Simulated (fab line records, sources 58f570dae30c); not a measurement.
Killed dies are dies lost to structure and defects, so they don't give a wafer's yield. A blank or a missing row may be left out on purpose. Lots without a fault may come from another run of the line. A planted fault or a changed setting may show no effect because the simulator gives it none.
Which tool did it? | flow berkeley_cmos170 | 14 lots, 42 wafers sampled, at 5 steps of a route of 331

WHAT THE GAUGES READ, wafer by wafer
UCB170_NWELL_OVL_MEAS_12.
lot  | measured    | on         | NWELL_OVL (nm)
L482 | day 2 11:37 | overlay-02 | 8 18 20
L485 | day 2 18:13 | overlay-02 | 7 6 3
L484 | day 2 18:31 | overlay-01 | 3 -3 10
L488 | day 3 07:02 | overlay-02 | 5 12 8
L489 | day 3 17:16 | overlay-02 | 16 11 10
L490 | day 3 22:46 | overlay-02 | 4 5 4
L491 | day 4 02:28 | overlay-01 | 7 6 4
L497 | day 5 07:37 | overlay-01 | -2 -8 -7
L498 | day 5 16:15 | overlay-01 | 10 0 -1
L500 | day 6 00:04 | overlay-01 | -1 5 8
L499 | day 6 00:14 | overlay-02 | 0 3 -2
L501 | day 6 10:48 | overlay-01 | 3 3 -2
L502 | day 6 11:49 | overlay-01 | 1 7 12
L503 | day 6 17:21 | overlay-02 | -3 -6 -8

UCB170_ACTIVE_THK_MEAS_03.
lot  | measured    | on            | ACTIVE_OXIDE_THK (nm)
L482 | day 3 21:56 | film_metro-02 | 26.3 26.5 26.5
L485 | day 4 04:03 | film_metro-03 | 26.1 26.0 26.1
L484 | day 4 04:01 | film_metro-02 | 26.1 26.6 26.3
L488 | day 4 16:32 | film_metro-03 | 25.9 26.9 26.6
L489 | day 5 05:18 | film_metro-03 | 26.4 26.4 25.8
L490 | day 5 20:55 | film_metro-03 | 25.9 26.1 26.0
L491 | day 5 20:57 | film_metro-02 | 26.5 25.8 26.4
L497 | day 7 00:33 | film_metro-02 | 26.7 25.9 26.8
L498 | day 7 18:13 | film_metro-02 | 26.9 26.8 27.2
L500 | day 8 02:41 | film_metro-04 | 27.1 26.7 26.7
L499 | day 8 02:46 | film_metro-04 | 26.5 26.2 26.2
L501 | day 8 02:41 | film_metro-03 | 27.0 27.0 27.1
L502 | day 8 02:41 | film_metro-02 | 26.9 27.2 27.4
L503 | day 8 04:35 | film_metro-02 | 26.6 26.6 26.6

UCB170_ACTIVE_OVL_MEAS_14.
lot  | measured    | on         | ACTIVE_OVL (nm)
L482 | day 4 04:44 | overlay-02 | -3 -5 -6
L485 | day 4 12:58 | overlay-02 | 2 8 0
L484 | day 4 12:42 | overlay-02 | 3 7 5
L488 | day 4 22:12 | overlay-01 | -7 -8 -10
L489 | day 5 14:19 | overlay-01 | -5 -7 -8
L490 | day 6 04:17 | overlay-02 | 1 3 2
L491 | day 6 04:34 | overlay-02 | -16 -13 -16
L497 | day 7 05:57 | overlay-01 | -8 -7 -9
L498 | day 8 03:27 | overlay-02 | 8 4 7
L500 | day 8 08:59 | overlay-01 | -11 -16 -6
L499 | day 8 09:47 | overlay-01 | 4 9 3
L501 | day 8 09:16 | overlay-02 | -8 -6 -10
L502 | day 8 09:30 | overlay-01 | -2 -3 -1
L503 | day 8 10:52 | overlay-02 | 0 1 0

WHICH TOOL RAN EACH LOT (tool, then ch and the chambers of the sampled wafers, then the start)
lot  | UCB170_PWELL_COAT_08             | UCB170_PWELL_STRIP_16
L482 | litho_track-01 ch 0, day 3 00:28 | plasma_asher-02 ch 0,1, day 3 01:34
L485 | litho_track-04 ch 0, day 3 09:50 | plasma_asher-01 ch 0,1, day 3 11:01
L484 | litho_track-03 ch 0, day 3 09:52 | plasma_asher-02 ch 0, day 3 11:10
L488 | litho_track-01 ch 0, day 3 22:47 | plasma_asher-03 ch 0,1, day 4 00:38
L489 | litho_track-01 ch 0, day 4 07:20 | plasma_asher-01 ch 0,1, day 4 08:37
L490 | litho_track-01 ch 0, day 4 16:40 | plasma_asher-02 ch 0,1, day 4 18:27
L491 | litho_track-03 ch 0, day 4 16:46 | plasma_asher-02 ch 0,1, day 4 18:50
L497 | litho_track-01 ch 0, day 6 02:22 | plasma_asher-03 ch 0,1, day 6 03:28
L498 | litho_track-01 ch 0, day 6 13:03 | plasma_asher-01 ch 1, day 6 14:08
L500 | litho_track-04 ch 0, day 7 00:55 | plasma_asher-02 ch 0,1, day 7 02:41
L499 | litho_track-01 ch 0, day 7 00:52 | plasma_asher-01 ch 0,1, day 7 02:32
L501 | litho_track-03 ch 0, day 7 00:58 | plasma_asher-03 ch 0,1, day 7 02:46
L502 | litho_track-04 ch 0, day 7 01:40 | plasma_asher-01 ch 0,1, day 7 03:03
L503 | litho_track-04 ch 0, day 7 07:13 | plasma_asher-03 ch 0,1, day 7 08:26
- UCB170_PWELL_COAT_08: resist thk 900 nm.
- UCB170_PWELL_STRIP_16: strips in O2.

WHAT THE TOOLS THEMSELVES READ (means of the sampled wafers that have a number; where no wafer has one, the mark that the record gives instead)
UCB170_PWELL_COAT_08.
lot  | tool           | exhaust_pa (Pa)
L482 | litho_track-01 | 44.1
L485 | litho_track-04 | 44.5
L484 | litho_track-03 | 44.0
L488 | litho_track-01 | 45.1
L489 | litho_track-01 | 44.0
L490 | litho_track-01 | 46.4
L491 | litho_track-03 | 44.2
L497 | litho_track-01 | 44.9
L498 | litho_track-01 | 45.0
L500 | litho_track-04 | 43.9
L499 | litho_track-01 | 46.9
L501 | litho_track-03 | 45.3
L502 | litho_track-04 | 45.6
L503 | litho_track-04 | 45.4

UCB170_PWELL_STRIP_16.
lot  | tool            | drypump_motor_current_A (A) | oes_product_au (a.u.) | strip_time_to_endpoint_s (s)
L482 | plasma_asher-02 | 6.0                         | 0.725                 | 18.03
L485 | plasma_asher-01 | 5.6                         | 0.721                 | 18.11
L484 | plasma_asher-02 | 6.2                         | 0.723                 | 18.05
L488 | plasma_asher-03 | 6.0                         | 0.722                 | 17.96
L489 | plasma_asher-01 | 5.6                         | 0.720                 | 18.11
L490 | plasma_asher-02 | 5.8                         | 0.719                 | 18.02
L491 | plasma_asher-02 | 5.8                         | 0.720                 | 18.09
L497 | plasma_asher-03 | 5.9                         | 0.721                 | 18.12
L498 | plasma_asher-01 | 5.8                         | 0.725                 | 19.92
L500 | plasma_asher-02 | 5.8                         | 0.719                 | 18.20
L499 | plasma_asher-01 | 5.3                         | 0.723                 | 20.04
L501 | plasma_asher-03 | 5.8                         | 0.722                 | 18.09
L502 | plasma_asher-01 | 5.3                         | 0.720                 | 17.94
L503 | plasma_asher-03 | 5.9                         | 0.721                 | 18.04

THE ANSWER, worked out from the rows above alone
Rule: what is usual is taken from the lots themselves. Put in order of their means at a reading, lots are off if they are a third of the lots or fewer, leave a main group of 4 or more, and stand apart from it by a gap of 3 or more times the standard deviation of the main group's means; of several such gaps the widest counts. A main group whose means are all the same, to the digits that the tables above print for the reading, isn't used. A lot without any number at a reading at which 4 lots or more have one is off too. The other lots that the step has rows for count as sound. The gauges are gone through in route order, then the tools' own readings, and for those a lot's mean is taken as printed above. The first step at which some lot is off is used, and at that step the reading that is off furthest; a lot without a number counts as furthest.
Off: L498, L499, at UCB170_PWELL_STRIP_16 (strip_time_to_endpoint_s). The main group: mean 18.06 s, standard deviation 0.069.
A tool fits if, at that step or a process step before it, it ran every lot that is off, and no sound lot after the first of them. One fits: litho_track-01 at UCB170_PWELL_COAT_08. Its last sound lot is L497 (day 6 02:22), its first lot that is off L498 (day 6 13:03): a fault that began between those two fits.

WHAT THE SIMULATOR HAD PUT IN
Process parameter drift: litho_track-01, from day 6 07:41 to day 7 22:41, at UCB170_PWELL_COAT_08. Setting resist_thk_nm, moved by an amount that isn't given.
Lots struck among those shown: L498, L499. The rule above found the same.
